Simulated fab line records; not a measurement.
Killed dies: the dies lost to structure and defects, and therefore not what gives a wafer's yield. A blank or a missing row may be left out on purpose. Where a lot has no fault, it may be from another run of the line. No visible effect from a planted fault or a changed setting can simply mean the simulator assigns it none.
Split-lot experiment	flow rit-cmos	23 wafers read across 5 lots, on a route 202 steps long

== THE SPLIT ==
At RIT_M1_DEVELOP_08 (develop time 68 s), the setting develop-time-s was moved away from the recipe's 68 s on 10 of the 23 wafers read, by -11.0% to +14.6%. For the rest of the wafers, this setting stayed at what the recipe calls for.

== FROM THE SPLIT TO THE READING: what the file shows between them, 4 steps ==
- RIT_M1_CD_MEAS_09: target cd 2600 nm
- RIT_M1_METAL_ETCH_12: etches Al in Cl2/BCl3, stops on SiO2, time 165 s, target depth 600 nm (also split here: over-etch-frac)
- RIT_M1_STRIP_13: strips in nmp, time 590 s
- RIT_M1_STRIP_14: strips in O2, time 180 s

== THE READING ==
cd-nm, in nm, at RIT_M1_CD_MEAS_90 (target cd 2600 nm). On this fab line, fault-free wafers typically give 2600 nm with a standard deviation of 3.7 nm.

wafer	tool, chamber at the split	develop-time-s as run, s	against the recipe	cd-nm, nm	against lot-mates on the recipe
L074.3	litho-track-02, 0	68	recipe	2600	-
L074.5	litho-track-02, 0	68	recipe	2604	-
L074.6	litho-track-02, 0	68	recipe	2602	-
L078.1	litho-track-02, 0	68	recipe	2601	-
L078.2	litho-track-02, 0	60.53	-11.0%	2618	+15
L078.3	litho-track-02, 0	60.53	-11.0%	2612	+9
L078.4	litho-track-02, 0	68	recipe	2604	-
L078.5	litho-track-02, 0	68	recipe	2603	-
L079.1	litho-track-04, 0	76.81	+13.0%	2580	-15
L079.3	litho-track-04, 0	68	recipe	2594	-
L079.4	litho-track-04, 0	68	recipe	2596	-
L079.5	litho-track-04, 0	76.81	+13.0%	2586	-9
L079.6	litho-track-04, 0	76.81	+13.0%	2581	-14
L083.2	litho-track-01, 0	63.87	-6.1%	2602	+1
L083.3	litho-track-01, 0	68	recipe	2599	-
L083.4	litho-track-01, 0	68	recipe	2602	-
L083.5	litho-track-01, 0	63.87	-6.1%	2604	+3
L083.6	litho-track-01, 0	68	recipe	2601	-
L085.2	litho-track-01, 0	77.93	+14.6%	2586	-12
L085.3	litho-track-01, 0	68	recipe	2597	-
L085.4	litho-track-01, 0	68	recipe	2599	-
L085.5	litho-track-01, 0	77.93	+14.6%	2584	-14
L085.6	litho-track-01, 0	77.93	+14.6%	2587	-11

FIT RESULTS
A straight line over all 23 wafers: cd-nm changes by -1.15 nm for each +1% of develop-time-s; r = -0.94; the points scatter about the line by 3.4 nm.
The same after taking each lot's own level away (the mean of its wafers on the recipe; 23 wafers): -0.911 nm for each +1%; r = -0.96; scatter 2.2 nm.
According to that fit, moving develop-time-s by its largest amount changes the reading by 13 nm.
The span of the lots' own levels, 2595.0 to 2602.7 nm, comes to 2.1 times the standard deviation stated above.
Thus the slope moves with the lot-to-lot level: the two fits are different.
Check: -13.6 nm against its lot-mates is what the line predicts for one of the wafers moved furthest among these (+14.6%) when that wafer is left out of the fit. Against them it came out at -12 nm.

== THESE WAFERS: OTHER SPLITS ==
Other splits were also applied to these wafers ahead of the reading. Each is held against what the fit with the lots' levels taken away leaves over:
other split on the same wafers	wafers away from the commonest value	r with cd-nm (lot level and that fit taken away)
RIT_CONTACT_ETCH_11 over-etch-frac	10	-0.02
RIT_M1_METAL_ETCH_12 over-etch-frac	6	-0.15

== THE WHOLE CHAIN: every reading that the file lists as answering this split, in the file's order ==
step	what it does	reading	change (the file's fit)	r (the file's)
RIT_M1_CD_MEAS_09	target cd 2600 nm	cd-nm	-0.908 nm for each +1% of the setting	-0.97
RIT_M1_CD_MEAS_90	target cd 2600 nm	cd-nm	-0.902 nm for each +1% of the setting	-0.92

== FILE'S OWN FIT ==
cd-nm changes by -0.902 nm for each +1% of develop-time-s, r = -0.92.
